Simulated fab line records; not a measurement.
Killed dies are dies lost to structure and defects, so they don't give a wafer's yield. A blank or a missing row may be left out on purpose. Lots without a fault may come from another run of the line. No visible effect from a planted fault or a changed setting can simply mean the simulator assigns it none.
fab line records | flow rit-cmos
[record] lots = 7 | wafers = 21 | last-day = 7
route steps=202 shown NSD@138 PSD@142 SDANNEAL@153 M1@202
lots that met no fault: taken from a fault-free run of the same line
start-h: start of the lot's first displayed wafer, in hours after the record's first day | wait-h: time in hours since the lot's previous step | " identical to the entry in the row above | L1.1+2: a single row standing in for several wafers | - either no value or no given start | * or withheld: withheld | < > ~ a bound
route shown NAME@n: names a module that has steps shown in the file, with the first one's number in the route | usual: mean/standard deviation taken from wafers without a fault | same: alike in all rows | chamber/n: place in a boat | sites: each site's reading | _std_site: their standard deviation | _edge_site: inner sites' mean taken away from outer sites' mean | radius-mm: how far each site lies from the wafer's centre | mask NAME#n: copy n | behind: the most recent tool/chamber to have shaped the wafer | hold: why the lot went on hold/how many hours it stayed there/how the hold came to an end | device: names the non-switching transistor (n, p or np) | end of line: the tests these same wafers got at the end of their route | a step without rows: its recipe alone | killed: dies that structure and defects cost at the first sort, which is not the same as the wafer's yield | map: dies across one wafer; x = killed, . = not, _ = none there
set.NAME: the setting as run; set.NAME@STEP: as run at that earlier step | model.NAME: the simulator's own value behind a step, which no gauge read
lots at selected steps of the route; one table per step, one row per wafer
services: a tool's chamber out of use, with start hour (start-h, from the record's first day; less than 0 if before it), hours out, and reason
[[steps]]
[step RIT_NSD_HARDBAKE_07]
[recipe] resist = NOVOLAK | temp-c = 140 | time-s = 60
[step RIT_NSD_IMPLANT_08]
[recipe] species = P | energy-kev = 25 | dose-cm2 = 1e+15 | tilt-deg = 7
[step RIT_NSD_STRIP_09]
[recipe] chemistry = O2 | time-s = 180 | resist = NOVOLAK | platen-temp-c = withheld | power-w = 500 | pressure-mtorr = 4000 | o2-flow-sccm = 4000
[usual] drypump-motor-current-A = 5.9/0.48
lot.wafer | tool            | chamber | start-h | wait-h | drypump-motor-current-A | rf-hours-counter-h
L598.4    | plasma-asher-03 | 1       | 69.92   | 0.1    | 5.1                     | -
L598.5    | "               | 1       | "       | "      | 5.1                     | -
L598.6    | "               | 0       | "       | "      | 5.2                     | -
L599.2    | plasma-asher-04 | 1       | 77.62   | 0.1    | 5.9                     | 46
L599.3    | "               | 0       | "       | "      | 6.0                     | -
L599.6    | "               | 0       | "       | "      | 6.0                     | -
L600.2    | plasma-asher-04 | 0       | 78.10   | 0.1    | 6.0                     | 47
L600.4    | "               | 1       | "       | "      | 5.9                     | -
L600.6    | "               | 0       | "       | "      | 6.0                     | -
L612.1    | plasma-asher-03 | 1       | 139.38  | 0.1    | 5.1                     | 36
L612.4    | "               | 1       | "       | "      | 5.1                     | -
L612.6    | "               | 0       | "       | "      | 5.2                     | -
L614.1    | plasma-asher-03 | 1       | 147.76  | 0.1    | 5.1                     | 37
L614.2    | "               | 0       | "       | "      | 5.2                     | 37
L614.3    | "               | 0       | "       | "      | 5.2                     | -
L615.1    | plasma-asher-04 | 0       | 149.64  | 0.1    | 6.0                     | 4
L615.2    | "               | 1       | "       | "      | 6.0                     | 4
L615.4    | "               | 1       | "       | "      | 6.0                     | -
L618.2    | plasma-asher-04 | 0       | 168.41  | 0.1    | 6.0                     | 6
L618.3    | "               | 0       | "       | "      | 6.0                     | -
L618.4    | "               | 1       | "       | "      | 6.0                     | -
[step RIT_NSD_TW_MEAS_10]
[usual] NSD_TW = 3124/31
lot.wafer | tool          | chamber | start-h | wait-h | NSD_TW
L598.4    | film-metro-02 | -       | 70.06   | 0.1    | 3138
L598.5    | "             | -       | "       | "      | 3121
L598.6    | "             | -       | "       | "      | 3146
L599.2    | film-metro-03 | -       | 77.81   | 0.1    | 3160
L599.3    | "             | -       | "       | "      | 3159
L599.6    | "             | -       | "       | "      | 3139
L600.2    | film-metro-04 | -       | 78.29   | 0.1    | 3105
L600.4    | "             | -       | "       | "      | 3102
L600.6    | "             | -       | "       | "      | 3113
L612.1    | film-metro-03 | -       | 139.56  | 0.1    | 3162
L612.4    | "             | -       | "       | "      | 3188
L612.6    | "             | -       | "       | "      | 3164
L614.1    | film-metro-03 | -       | 147.94  | 0.1    | 3169
L614.2    | "             | -       | "       | "      | 3154
L614.3    | "             | -       | "       | "      | 3163
L615.1    | film-metro-02 | -       | 149.81  | 0.1    | 3123
L615.2    | "             | -       | "       | "      | 3116
L615.4    | "             | -       | "       | "      | 3131
L618.2    | film-metro-02 | -       | 168.60  | 0.1    | 3131
L618.3    | "             | -       | "       | "      | 3117
L618.4    | "             | -       | "       | "      | 3119
[step RIT_PSD_HMDS_00]
[recipe] prime-time-s = 60 | prime-temp-c = 140
[step RIT_PSD_COAT_01]
[recipe] resist = NOVOLAK | spin-rpm = 3250 | resist-thk-nm = 1000
[step RIT_PSD_SOFTBAKE_02]
[recipe] resist = NOVOLAK | temp-c = 90 | time-s = 60
[step RIT_PSD_EXPOSE_03]
[recipe] mask-id = M10 | na = 0.57 | target-cd-nm = 40900 | dose-mj = 250
[step RIT_PSD_PEB_04]
[recipe] resist = NOVOLAK | temp-c = withheld | time-s = withheld
[step RIT_PSD_DEVELOP_05]
[recipe] resist = NOVOLAK | develop-time-s = 50 | dev-temp-c = 23
[step RIT_PSD_OVL_MEAS_06]
[usual] PSD_OVL = 0.7/1.2
lot.wafer | tool       | chamber | start-h | wait-h | PSD_OVL[nm]
L598.4    | overlay-01 | -       | 71.06   | -      | 1.6
L598.5    | "          | -       | "       | "      | -0.5
L598.6    | "          | -       | "       | "      | 0.4
L599.2    | overlay-02 | -       | 78.87   | -      | -1.5
L599.3    | "          | -       | "       | "      | -0.8
L599.6    | "          | -       | "       | "      | 0.5
L600.2    | overlay-01 | -       | 79.33   | -      | 1.6
L600.4    | "          | -       | "       | "      | 1.0
L600.6    | "          | -       | "       | "      | 1.8
L612.1    | overlay-02 | -       | 140.53  | -      | -1.1
L612.4    | "          | -       | "       | "      | 0.9
L612.6    | "          | -       | "       | "      | 1.2
L614.1    | overlay-02 | -       | 148.85  | -      | 0.7
L614.2    | "          | -       | "       | "      | 0.8
L614.3    | "          | -       | "       | "      | 0.8
L615.1    | overlay-02 | -       | 150.85  | -      | 1.8
L615.2    | "          | -       | "       | "      | -0.8
L615.4    | "          | -       | "       | "      | 0.6
L618.2    | overlay-02 | -       | 169.50  | -      | 1.8
L618.3    | "          | -       | "       | "      | -0.4
L618.4    | "          | -       | "       | "      | 0.1
[step RIT_PSD_HARDBAKE_07]
[recipe] resist = NOVOLAK | temp-c = 140 | time-s = 60
[step RIT_PSD_IMPLANT_08]
[recipe] species = BF2 | energy-kev = 27 | dose-cm2 = 5e+15 | tilt-deg = 7
[usual] beam-on-s = 13.8/1 | dose-ions-cm2 = 5e+15/4.6e+12 | end-station-pressure-torr = 1.34e-05/1e-06 | faraday-current-uA = 11207/790
lot.wafer | tool         | chamber | start-h | wait-h | beam-on-s | dose-ions-cm2 | end-station-pressure-torr | faraday-current-uA
L598.4    | implanter-03 | 0       | 71.55   | 0.1    | 12.7      | 5.003e+15     | 1.47e-05                  | 12120
L598.5    | "            | 0       | "       | "      | 12.8      | 4.996e+15     | 1.45e-05                  | 11965
L598.6    | "            | 0       | "       | "      | 12.8      | 5.003e+15     | 1.33e-05                  | 11975
L599.2    | implanter-01 | 0       | 79.07   | 0.1    | 15.2      | 5.007e+15     | 1.19e-05                  | 10176
L599.3    | "            | 0       | "       | "      | 15.1      | 5.002e+15     | 1.15e-05                  | 10214
L599.6    | "            | 0       | "       | "      | 14.8      | 5.003e+15     | 1.37e-05                  | 10421
L600.2    | implanter-03 | 0       | 79.54   | 0.1    | 12.9      | 5.005e+15     | 1.47e-05                  | 11886
L600.4    | "            | 0       | "       | "      | 12.7      | 4.995e+15     | 1.44e-05                  | 12145
L600.6    | "            | 0       | "       | "      | 12.5      | 4.999e+15     | 1.46e-05                  | 12212
L612.1    | implanter-01 | 0       | 140.71  | 0.1    | 10.0      | 1e+15         | 7.6e-06                   | 3116
L612.4    | "            | 0       | "       | "      | 10.3      | 9.99e+14      | 8.2e-06                   | 3038
L612.6    | "            | 0       | "       | "      | 10.2      | 9.99e+14      | 7.9e-06                   | 3071
L614.1    | implanter-01 | 0       | 149.04  | 0.1    | 10.5      | 1.001e+15     | 7e-06                     | 2974
L614.2    | "            | 0       | "       | "      | 9.5       | 1.002e+15     | 7.6e-06                   | 3284
L614.3    | "            | 0       | "       | "      | 9.9       | 9.96e+14      | 7.1e-06                   | 3156
L615.1    | implanter-01 | 0       | 151.03  | 0.1    | 10.1      | 1.003e+15     | 7.9e-06                   | 3130
L615.2    | "            | 0       | "       | "      | 10.2      | 1.005e+15     | 7.4e-06                   | 3080
L615.4    | "            | 0       | "       | "      | 10.1      | 9.97e+14      | 7.6e-06                   | 3101
L618.2    | implanter-02 | 0       | 169.71  | 0.1    | 14.8      | 5.001e+15     | 1.29e-05                  | 10352
L618.3    | "            | 0       | "       | "      | 13.9      | 4.998e+15     | 1.29e-05                  | 11017
L618.4    | "            | 0       | "       | "      | 14.3      | 4.996e+15     | 1.27e-05                  | 10768
[step RIT_PSD_STRIP_09]
[recipe] chemistry = O2 | time-s = 180 | resist = NOVOLAK | platen-temp-c = withheld | power-w = 500 | pressure-mtorr = 4000 | o2-flow-sccm = 4000
[usual] drypump-motor-current-A = 6.13/0.26
lot.wafer | tool            | chamber | start-h | wait-h | drypump-motor-current-A | rf-hours-counter-h
L598.4    | plasma-asher-04 | 1       | 71.69   | 0.1    | 5.97                    | -
L598.5    | "               | 0       | "       | "      | 6.02                    | -
L598.6    | "               | 1       | "       | "      | 5.96                    | -
L599.2    | plasma-asher-04 | 1       | 79.20   | 0.1    | 5.97                    | 47
L599.3    | "               | 0       | "       | "      | 6.03                    | -
L599.6    | "               | 0       | "       | "      | 6.02                    | -
L600.2    | plasma-asher-01 | 1       | 79.66   | 0.1    | 5.74                    | 38
L600.4    | "               | 1       | "       | "      | 5.73                    | -
L600.6    | "               | 1       | "       | "      | 5.73                    | -
L612.1    | plasma-asher-02 | 0       | 140.86  | 0.1    | 6.42                    | 51
L612.4    | "               | 0       | "       | "      | 6.45                    | -
L612.6    | "               | 0       | "       | "      | 6.46                    | -
L614.1    | plasma-asher-02 | 0       | 149.19  | 0.1    | 6.45                    | 52
L614.2    | "               | 1       | "       | "      | 6.40                    | 52
L614.3    | "               | 0       | "       | "      | 6.45                    | -
L615.1    | plasma-asher-01 | 1       | 151.18  | 0.1    | 5.71                    | 45
L615.2    | "               | 0       | "       | "      | 5.95                    | 45
L615.4    | "               | 0       | "       | "      | 5.95                    | -
L618.2    | plasma-asher-02 | 0       | 169.83  | 0.1    | 6.46                    | 54
L618.3    | "               | 0       | "       | "      | 6.46                    | -
L618.4    | "               | 1       | "       | "      | 6.39                    | -
[step RIT_PSD_TW_MEAS_10]
[usual] PSD_TW = 3429/31
lot.wafer | tool          | chamber | start-h | wait-h | PSD_TW
L598.4    | film-metro-02 | -       | 71.83   | 0.1    | 3455
L598.5    | "             | -       | "       | "      | 3444
L598.6    | "             | -       | "       | "      | 3460
L599.2    | film-metro-02 | -       | 79.38   | 0.1    | 3412
L599.3    | "             | -       | "       | "      | 3434
L599.6    | "             | -       | "       | "      | 3414
L600.2    | film-metro-03 | -       | 79.85   | 0.1    | 3450
L600.4    | "             | -       | "       | "      | 3452
L600.6    | "             | -       | "       | "      | 3466
L612.1    | film-metro-02 | -       | 141.04  | 0.1    | 2624
L612.4    | "             | -       | "       | "      | 2612
L612.6    | "             | -       | "       | "      | 2648
L614.1    | film-metro-03 | -       | 149.36  | 0.1    | 2638
L614.2    | "             | -       | "       | "      | 2639
L614.3    | "             | -       | "       | "      | 2636
L615.1    | film-metro-04 | -       | 151.36  | 0.1    | 2573
L615.2    | "             | -       | "       | "      | 2573
L615.4    | "             | -       | "       | "      | 2578
L618.2    | film-metro-03 | -       | 170.02  | 0.1    | 3434
L618.3    | "             | -       | "       | "      | 3449
L618.4    | "             | -       | "       | "      | 3445
[step RIT_SDANNEAL_CLEAN_00]
[recipe] chemistry = SC1 | mix = 3:3:50 | time-s = 600 | temp-c = 75
[step RIT_SDANNEAL_CLEAN_01]
[recipe] chemistry = dHF | dilution = 50:1 | time-s = 30.43
[step RIT_SDANNEAL_CLEAN_02]
[recipe] chemistry = SC2 | mix = 3:3:50 | time-s = 600 | temp-c = 75 | dry = n2-spin
[step RIT_SDANNEAL_RTA_03]
[recipe] temp-c = 1050 | time-s = 5 | idle-temp-c = 600 | ramp-up-c-per-s = 342 | ramp-down-c-per-s = 171 | cool-to-c = 600 | ambient = N2
[usual] wafer_temp_C_max = 1053.5/1.1
lot.wafer | tool          | chamber | start-h | wait-h | wafer_temp_C_max
L598.4    | rtp-anneal-02 | 0       | 72.26   | 0.0    | 1054.3
L598.5    | "             | 0       | "       | "      | 1055.9
L598.6    | "             | 0       | "       | "      | 1053.1
L599.2    | rtp-anneal-01 | 0       | 79.81   | 0.0    | 1053.5
L599.3    | "             | 0       | "       | "      | 1052.4
L599.6    | "             | 0       | "       | "      | 1055.6
L600.2    | rtp-anneal-02 | 0       | 80.28   | 0.0    | 1052.4
L600.4    | "             | 0       | "       | "      | 1053.5
L600.6    | "             | 0       | "       | "      | 1052.7
L612.1    | rtp-anneal-02 | 0       | 141.47  | 0.0    | 1055.3
L612.4    | "             | 0       | "       | "      | 1054.0
L612.6    | "             | 0       | "       | "      | 1054.4
L614.1    | rtp-anneal-02 | 0       | 149.79  | 0.0    | 1054.4
L614.2    | "             | 0       | "       | "      | 1055.2
L614.3    | "             | 0       | "       | "      | 1053.8
L615.1    | rtp-anneal-01 | 0       | 151.79  | 0.0    | 1052.5
L615.2    | "             | 0       | "       | "      | 1053.6
L615.4    | "             | 0       | "       | "      | 1053.4
L618.2    | rtp-anneal-02 | 0       | 170.67  | 0.0    | 1052.9
L618.3    | "             | 0       | "       | "      | 1052.0
L618.4    | "             | 0       | "       | "      | 1054.9
[step RIT_SDANNEAL_RS_MEAS_04]
[recipe] thk-meas-gauge = four-point-probe
[usual] PSD_RS = 115.78/0.28
lot.wafer | tool          | chamber | start-h | wait-h | PSD_RS[ohm/sq]
L598.4    | film-metro-02 | -       | 72.35   | 0.1    | 115.83
L598.5    | "             | -       | "       | "      | 116.03
L598.6    | "             | -       | "       | "      | 116.23
L599.2    | film-metro-02 | -       | 79.88   | 0.1    | 116.35
L599.3    | "             | -       | "       | "      | 115.74
L599.6    | "             | -       | "       | "      | 116.02
L600.2    | film-metro-04 | -       | 80.34   | 0.1    | 115.88
L600.4    | "             | -       | "       | "      | 115.69
L600.6    | "             | -       | "       | "      | 115.96
L612.1    | film-metro-03 | -       | 141.52  | 0.0    | 151.26
L612.4    | "             | -       | "       | "      | 150.40
L612.6    | "             | -       | "       | "      | 149.02
L614.1    | film-metro-03 | -       | 149.85  | 0.0    | 154.41
L614.2    | "             | -       | "       | "      | 153.35
L614.3    | "             | -       | "       | "      | 153.96
L615.1    | film-metro-03 | -       | 151.84  | 0.0    | 153.91
L615.2    | "             | -       | "       | "      | 151.80
L615.4    | "             | -       | "       | "      | 151.86
L618.2    | film-metro-03 | -       | 170.74  | 0.1    | 116.00
L618.3    | "             | -       | "       | "      | 115.96
L618.4    | "             | -       | "       | "      | 115.62
[step RIT_SDANNEAL_RS_MEAS_05]
[recipe] thk-meas-gauge = four-point-probe
[usual] NSD_RS = 84.42/0.23
lot.wafer | tool          | chamber | start-h | wait-h | NSD_RS[ohm/sq]
L598.4    | film-metro-02 | -       | 72.47   | 0.1    | 84.70
L598.5    | "             | -       | "       | "      | 84.82
L598.6    | "             | -       | "       | "      | 84.38
L599.2    | film-metro-02 | -       | 80.00   | 0.1    | 84.81
L599.3    | "             | -       | "       | "      | 84.55
L599.6    | "             | -       | "       | "      | 84.64
L600.2    | film-metro-04 | -       | 80.46   | 0.1    | 84.58
L600.4    | "             | -       | "       | "      | 84.31
L600.6    | "             | -       | "       | "      | 84.13
L612.1    | film-metro-03 | -       | 141.64  | 0.1    | 84.19
L612.4    | "             | -       | "       | "      | 84.19
L612.6    | "             | -       | "       | "      | 84.35
L614.1    | film-metro-03 | -       | 149.97  | 0.1    | 84.15
L614.2    | "             | -       | "       | "      | 84.19
L614.3    | "             | -       | "       | "      | 84.29
L615.1    | film-metro-03 | -       | 151.96  | 0.1    | 84.31
L615.2    | "             | -       | "       | "      | 84.44
L615.4    | "             | -       | "       | "      | 84.44
L618.2    | film-metro-03 | -       | 170.86  | 0.1    | 84.26
L618.3    | "             | -       | "       | "      | 84.76
L618.4    | "             | -       | "       | "      | 84.36
[step RIT_M1_PROBE_99]
[usual] killed-at-contacts = 0.1/0.23 | killed-at-front-end = 6.6/2.8 | killed-dies = 6.6/2.8 | killed-open = 3.3/2 | killed-short = 3.2/1.7
[same] gross-dies = 264 | killed_at_M0_to_M3 = 0 | killed_at_M4_up = 0 | killed-at-back-side = 0 | killed-at-other = 0
lot.wafer | tool      | chamber | start-h | wait-h | killed-at-contacts | killed-at-front-end | killed-dies | killed-open | killed-short
L598.4    | prober-01 | -       | 79.83   | 0.2    | 0                  | 3                   | 3           | 1           | 2
L598.5    | prober-01 | -       | 79.88   | 0.2    | 0                  | 4                   | 4           | 3           | 1
L598.6    | prober-01 | -       | 79.93   | 0.2    | 0                  | 10                  | 10          | 5           | 5
L612.1    | prober-01 | -       | 149.17  | 0.1    | 0                  | 8                   | 8           | 3           | 5
L612.4    | prober-01 | -       | 149.32  | 0.2    | 0                  | 6                   | 6           | 3           | 2
L612.6    | prober-01 | -       | 149.42  | 0.2    | 0                  | 7                   | 7           | 3           | 4
L614.1    | prober-01 | -       | 157.61  | 0.1    | 0                  | 3                   | 3           | 1           | 2
L614.2    | prober-01 | -       | 157.66  | 0.1    | 0                  | 12                  | 12          | 6           | 6
L614.3    | prober-01 | -       | 157.71  | 0.2    | 0                  | 7                   | 7           | 4           | 3
L615.1    | prober-02 | -       | 159.33  | 0.1    | 0                  | 9                   | 9           | 6           | 3
L615.2    | prober-02 | -       | 159.38  | 0.1    | 0                  | 5                   | 5           | 1           | 3
L615.4    | prober-02 | -       | 159.48  | 0.2    | 0                  | 11                  | 11          | 4           | 7
L618.2    | prober-01 | -       | 178.27  | 0.1    | 0                  | 6                   | 6           | 3           | 3
L618.3    | prober-01 | -       | 178.32  | 0.2    | 1                  | 7                   | 8           | 2           | 6
L618.4    | prober-01 | -       | 178.37  | 0.2    | 0                  | 5                   | 5           | 2           | 3
// killed by level:class
L598.4 FOX2:geometric-particle:short=1 FOX2:geometric-particle:open=1 SILICIDE:geometric-particle:short=1
L598.5 FOX1:geometric-particle:open=1 GATE:geometric-particle:open=1 REOX:geometric-particle:short=1 SILICIDE:geometric-particle:open=1
L598.6 GATE:geometric-particle:short=3 REOX:geometric-particle:open=2 FOX1:geometric-particle:short=1 FOX2:geometric-particle:open=1 GATE:geometric-particle:open=1 SPACER:geometric-particle:open=1 SPACER:geometric-particle:short=1
L612.1 FOX1:geometric-particle:short=2 FOX1:geometric-particle:open=2 GATE:geometric-particle:short=2 SPACER:geometric-particle:short=1 SPACER:geometric-particle:open=1
L612.4 FOX1:geometric-particle:open=2 SPACER:geometric-particle:short=2 SILICIDE:geometric-particle:open=1 NLDD:coat-microbubble-printed=1
L612.6 GATE:geometric-particle:open=2 FOX1:geometric-particle:short=1 GATE:geometric-particle:short=1 REOX:geometric-particle:short=1 SPACER:geometric-particle:open=1 SPACER:geometric-particle:short=1
L614.1 SILICIDE:geometric-particle:short=2 SILICIDE:geometric-particle:open=1
L614.2 FOX1:geometric-particle:short=2 FOX1:geometric-particle:open=2 GATE:geometric-particle:short=2 REOX:geometric-particle:open=2 REOX:geometric-particle:short=1 SPACER:geometric-particle:open=1 SILICIDE:geometric-particle:short=1 SILICIDE:geometric-particle:open=1
L614.3 REOX:geometric-particle:open=2 SILICIDE:geometric-particle:open=2 FOX1:geometric-particle:short=1 REOX:geometric-particle:short=1 SPACER:geometric-particle:short=1
L615.1 SPACER:geometric-particle:open=3 SPACER:geometric-particle:short=2 FOX1:geometric-particle:open=1 GATE:geometric-particle:short=1 GATE:geometric-particle:open=1 REOX:geometric-particle:open=1
L615.2 GATE:geometric-particle:short=1 SPACER:geometric-particle:short=1 SPACER:geometric-particle:open=1 SILICIDE:geometric-particle:short=1 NRETRO:coat-microbubble-printed=1
L615.4 GATE:geometric-particle:short=3 GATE:geometric-particle:open=2 SPACER:geometric-particle:short=2 FOX1:geometric-particle:short=1 FOX1:geometric-particle:open=1 SILICIDE:geometric-particle:short=1 SILICIDE:geometric-particle:open=1
L618.2 GATE:geometric-particle:short=2 FOX1:geometric-particle:open=1 FOX2:geometric-particle:short=1 REOX:geometric-particle:open=1 SILICIDE:geometric-particle:open=1
L618.3 GATE:geometric-particle:open=2 SILICIDE:geometric-particle:short=2 FOX1:geometric-particle:short=1 FOX2:geometric-particle:short=1 GATE:geometric-particle:short=1 CONTACT:geometric-particle:short=1
L618.4 GATE:geometric-particle:short=3 GATE:geometric-particle:open=1 REOX:geometric-particle:open=1
[[services]]
tool            | chamber | start-h | hours | kind
plasma-asher-02 | -       | 47.53   | 0.5   | repair
implanter-02    | -       | 50.90   | 1.8   | repair
plasma-asher-03 | -       | 52.89   | 14.6  | pm
implanter-03    | -       | 84.67   | 9.6   | repair
implanter-02    | -       | 92.01   | 0.8   | repair
implanter-01    | -       | 99.56   | 3.5   | repair
plasma-asher-04 | -       | 108.75  | 9.0   | pm
plasma-asher-04 | 0       | 108.75  | 9.0   | vent-cycle
plasma-asher-04 | 1       | 108.75  | 9.0   | vent-cycle
plasma-asher-04 | 0       | 117.75  | -     | clean
plasma-asher-04 | 1       | 117.75  | -     | clean
implanter-01    | -       | 120.18  | 1.3   | repair
plasma-asher-02 | -       | 121.22  | 0.5   | repair
implanter-03    | -       | 132.72  | 8.4   | repair
plasma-asher-01 | -       | 134.42  | 1.8   | repair
implanter-01    | -       | 154.90  | 3.3   | pm
implanter-03    | -       | 157.67  | 4.2   | pm
[[key]]
[first-sign] step = RIT_PSD_IMPLANT_08 | reading = dose-ions-cm2 | direction = down | sigmas = 99+ | usual = 5e+15 | struck = 1e+15
[effect] step = RIT_PSD_IMPLANT_08 | reading = faraday-current-uA | direction = down | sigmas = 10 | usual = 11207 | struck = 3106
[effect] step = RIT_PSD_TW_MEAS_10 | reading = PSD_TW | direction = down | sigmas = 26 | usual = 3429 | struck = 2614
[effect] step = RIT_SDANNEAL_RS_MEAS_04 | reading = PSD_RS | direction = up | sigmas = 99+ | usual = 115.78 | struck = 152.22
met-at RIT_PSD_IMPLANT_08
struck-wafers L612.1,L612.4,L612.6,L614.1,L614.2,L614.3,L615.1,L615.2,L615.4
tester-left-out L612,L614,L615
onset-between 79.07 140.71
[fault] kind = process-parameter-drift | tool = implanter-01 | chamber = - | onset-h = 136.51 | steps = RIT_PSD_IMPLANT_08 | channel = dose-cm2 | offset = -4e+15 | shape = step | end-h = 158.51 | acts-in = these-recipes-only | stated = 5e+15
// tester-left-out: of these lots the tester's yield and bins aren't shown, on N5 and GAA mostly nor the transistor test; their killed dies are dies lost to structure and defects alone, not to doping, threshold or leakage, so they don't give the yield
